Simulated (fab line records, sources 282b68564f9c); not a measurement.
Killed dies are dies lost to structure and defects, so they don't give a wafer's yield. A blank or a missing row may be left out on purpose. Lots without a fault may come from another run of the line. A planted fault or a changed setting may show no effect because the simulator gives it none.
Problem report in the 8D (eight disciplines) form, filled by code | flow rit_cmos | the parts of the form that need people (team, actions taken, sign-off) are left out

1. THE PROBLEM
heater_power_total_W at RIT_PSD_SOFTBAKE_02 reads a mean of 37.00 W on 6 wafers of 2 lots; wafers without a fault read 34.57 W with a standard deviation of 0.046. That is +53 standard deviations from the usual mean.
The step: time 60 s.
First seen on wafer L179.3, day 6 15:04, on litho_track-02. The record holds 18 wafers of 6 lots with a number at this step. Rule for "out", or "out of limits": more than 4 standard deviations from the usual mean. The other wafers with a number count as sound.

2. WHAT IT IS AND WHAT IT IS NOT
question                    | is                                 | is not
which readings at this step | heater_power_total_W, plate_temp_C | -
which lots                  | L179, L181                         | L163, L165, L182, L184
which wafers of those lots  | all that have a number             | -
read on which tools         | litho_track-02                     | litho_track-01, litho_track-03
when                        | from day 6 15:04                   | up to then (6 sound wafers); but 6 sound wafers of L182, L184 came after

3. SUSPECTS, AND WHAT RULES EACH OUT
Counting: a tool at a process step up to the reading stays a suspect if it ran every lot that is out and no sound lot after the first of them.
- litho_track-02 at RIT_PSD_SOFTBAKE_02 (time 60 s): kept. It ran every lot that is out, first L179 (day 6 15:04), and no sound lot after that; its last sound lot up to then is L163 (day 3 02:47). Its own readings are out on those wafers: heater_power_total_W, plate_temp_C.
Left after counting: litho_track-02 at RIT_PSD_SOFTBAKE_02.

4. THE CAUSE (what the simulator had put in)
Process parameter drift: litho_track-02, from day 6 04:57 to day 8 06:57, at RIT_PSD_SOFTBAKE_02. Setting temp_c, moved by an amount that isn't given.
Counting left only this tool.

5. THE CHAIN OF EFFECTS, in route order
Each row: a reading whose mean over the struck wafers that have a number lies more than 3 standard deviations from the usual. Only readings for which the record gives a usual standard deviation are gone through. hours: the time from each lot's start at the first step in this table that gives one to its start at this step, as a median over the lots. sigmas: the change in usual standard deviations.
hours | step                | reading              | usual   | on struck wafers | change | sigmas
0     | RIT_PSD_SOFTBAKE_02 | heater_power_total_W | 34.57 W | 37.00            | +2.43  | +53
0     | RIT_PSD_SOFTBAKE_02 | plate_temp_C         | 89.99 C | 94.50            | +4.52  | +35
The process steps in it:
- RIT_PSD_SOFTBAKE_02: time 60 s.
Later measuring or inspecting steps at which every struck wafer that the step has a row for has a number for every such reading, and none has moved that far: RIT_PSD_OVL_MEAS_06.

6. WHAT WOULD HAVE CAUGHT IT SOONER
In this record the first reading out of limits was taken at day 6 15:04, 10 hours after the fault began at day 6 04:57.
